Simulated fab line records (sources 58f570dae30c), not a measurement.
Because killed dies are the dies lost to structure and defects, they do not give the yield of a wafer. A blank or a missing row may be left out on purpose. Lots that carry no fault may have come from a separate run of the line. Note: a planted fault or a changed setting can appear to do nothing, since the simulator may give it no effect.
The tool behind it: which one? | flow berkeley-cmos170 | 14 lots with 42 wafers sampled at 2 steps, on a route of 331 steps

## WHAT EACH GAUGE READ, for each wafer
The record holds no reading of a measuring or inspecting step that can be judged against a usual standard deviation.

## WHAT TOOL EACH LOT RAN ON (gives the tool, then ch and the chambers of the sampled wafers, and finally the start)
lot  | UCB170_V2_ETCH_14                  | UCB170_V2_STRIP_15
L882 | rie-diel-04 ch 0,1,3, day 8 13:09  | plasma-asher-01 ch 0, day 8 13:19
L883 | rie-diel-02 ch 1,3, day 8 23:37    | plasma-asher-04 ch 0,1, day 8 23:49
L886 | rie-diel-04 ch 0,1, day 9 18:28    | plasma-asher-01 ch 0,1, day 9 18:44
L885 | rie-diel-01 ch 1,2, day 9 18:49    | plasma-asher-02 ch 0,1, day 9 19:01
L887 | rie-diel-02 ch 1,3, day 9 18:56    | plasma-asher-01 ch 0,1, day 9 19:06
L889 | rie-diel-02 ch 1,2,3, day 10 01:31 | plasma-asher-01 ch 0,1, day 10 01:41
L893 | rie-diel-02 ch 0,1,2, day 11 03:52 | plasma-asher-01 ch 0,1, day 11 04:02
L896 | rie-diel-04 ch 0,3, day 11 12:47   | plasma-asher-01 ch 0,1, day 11 12:58
L895 | rie-diel-02 ch 2,3, day 12 01:09   | plasma-asher-02 ch 0,1, day 12 01:20
L897 | rie-diel-04 ch 0,1,3, day 12 02:37 | plasma-asher-04 ch 0,1, day 12 02:47
L898 | rie-diel-01 ch 0,1,3, day 12 03:06 | plasma-asher-01 ch 0,1, day 12 03:17
L904 | rie-diel-01 ch 0,1,3, day 12 19:10 | plasma-asher-01 ch 1, day 12 19:20
L902 | rie-diel-01 ch 0,2,3, day 12 21:36 | plasma-asher-01 ch 0,1, day 12 21:47
L903 | rie-diel-01 ch 0,1,2, day 13 00:40 | plasma-asher-04 ch 0,1, day 13 00:50
- UCB170_V2_ETCH_14: etches SiO2 in CHF3/CF4/Ar, stops on Al, target depth 1250 nm, time 291 s.
- UCB170_V2_STRIP_15: strips in O2.

## AS READ BY THE TOOLS THEMSELVES (means over the sampled wafers that have a number; for cases with no such wafer, the mark the record gives instead)
UCB170_V2_ETCH_14.
lot  | tool        | drypump-motor-current-A (A) | oes-product-au (a.u.) | rf-fwd-power-W (W) | throttle-valve-pct (%)
L882 | rie-diel-04 | 5.7                         | 0.884                 | 697.5              | 6.92
L883 | rie-diel-02 | 5.9                         | 0.874                 | 696.8              | 6.89
L886 | rie-diel-04 | 5.6                         | 0.882                 | 697.0              | 6.88
L885 | rie-diel-01 | 5.0                         | 0.870                 | 698.7              | 6.98
L887 | rie-diel-02 | 5.9                         | 0.872                 | 700.0              | 6.80
L889 | rie-diel-02 | 6.1                         | 0.881                 | 700.5              | 6.93
L893 | rie-diel-02 | 6.1                         | 0.855                 | 699.8              | 6.88
L896 | rie-diel-04 | 5.8                         | 0.883                 | 698.6              | 6.93
L895 | rie-diel-02 | 6.3                         | 0.869                 | 697.1              | 7.06
L897 | rie-diel-04 | 5.7                         | 0.887                 | 698.6              | 6.92
L898 | rie-diel-01 | 5.9                         | 0.874                 | 697.8              | 7.01
L904 | rie-diel-01 | 5.9                         | 0.872                 | 698.7              | 7.01
L902 | rie-diel-01 | 5.9                         | 0.870                 | 697.9              | 7.01
L903 | rie-diel-01 | 5.5                         | 0.876                 | 698.9              | 7.02

UCB170_V2_STRIP_15.
lot  | tool            | drypump-motor-current-A (A) | oes-product-au (a.u.) | strip-time-to-endpoint-s (s)
L882 | plasma-asher-01 | 5.90                        | 0.728                 | 15.37
L883 | plasma-asher-04 | 6.11                        | 0.719                 | 15.25
L886 | plasma-asher-01 | 5.94                        | 0.719                 | 15.39
L885 | plasma-asher-02 | 5.94                        | 0.722                 | 15.29
L887 | plasma-asher-01 | 5.94                        | 0.716                 | 15.31
L889 | plasma-asher-01 | 5.96                        | 0.722                 | 15.37
L893 | plasma-asher-01 | 5.94                        | 0.721                 | 16.86
L896 | plasma-asher-01 | 5.95                        | 0.725                 | 15.24
L895 | plasma-asher-02 | 5.95                        | 0.724                 | 16.87
L897 | plasma-asher-04 | 6.12                        | 0.723                 | 15.34
L898 | plasma-asher-01 | 5.95                        | 0.719                 | 15.32
L904 | plasma-asher-01 | 6.01                        | 0.725                 | 15.37
L902 | plasma-asher-01 | 5.95                        | 0.723                 | 15.39
L903 | plasma-asher-04 | 6.11                        | 0.726                 | 15.35

## THE ANSWER, worked out from the rows above alone
Rule: what is usual is taken from the lots themselves. Put in order of their means at a reading, lots are off if they are a third of the lots or fewer, leave a main group of 4 or more, and stand apart from it by a gap of 3 or more times the standard deviation of the main group's means; of several such gaps the widest counts. The tables above print the reading to a certain number of digits; a main group whose means all agree to those digits is not used. Also off: a lot with no number at a reading for which 4 or more lots have one. Any other lot the step has rows for is counted as sound. The gauges are gone through in route order, then the tools' own readings, and for those a lot's mean is taken as printed above. The first step at which some lot is off is used, and at that step the reading that is off furthest; a lot without a number counts as furthest.
Off: L893, L895, at UCB170_V2_STRIP_15 (strip-time-to-endpoint-s). The main group has a mean of 15.33 s with a standard deviation of 0.049.
If a tool, at that step or one of the process steps before it, ran each lot that is off and ran no sound lot following the first of them, it fits. One fits: rie-diel-02 at UCB170_V2_ETCH_14. A fault onset in the window from L889 (day 10 01:31, its last sound lot) to L893 (day 11 03:52, its first lot off) fits.

## WHAT THE SIMULATOR HAD PUT IN
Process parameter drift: rie-diel-02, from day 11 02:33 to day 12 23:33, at UCB170_V2_ETCH_14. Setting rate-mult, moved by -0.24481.
Lots struck among those shown: L893, L895. Same finding as the rule above.
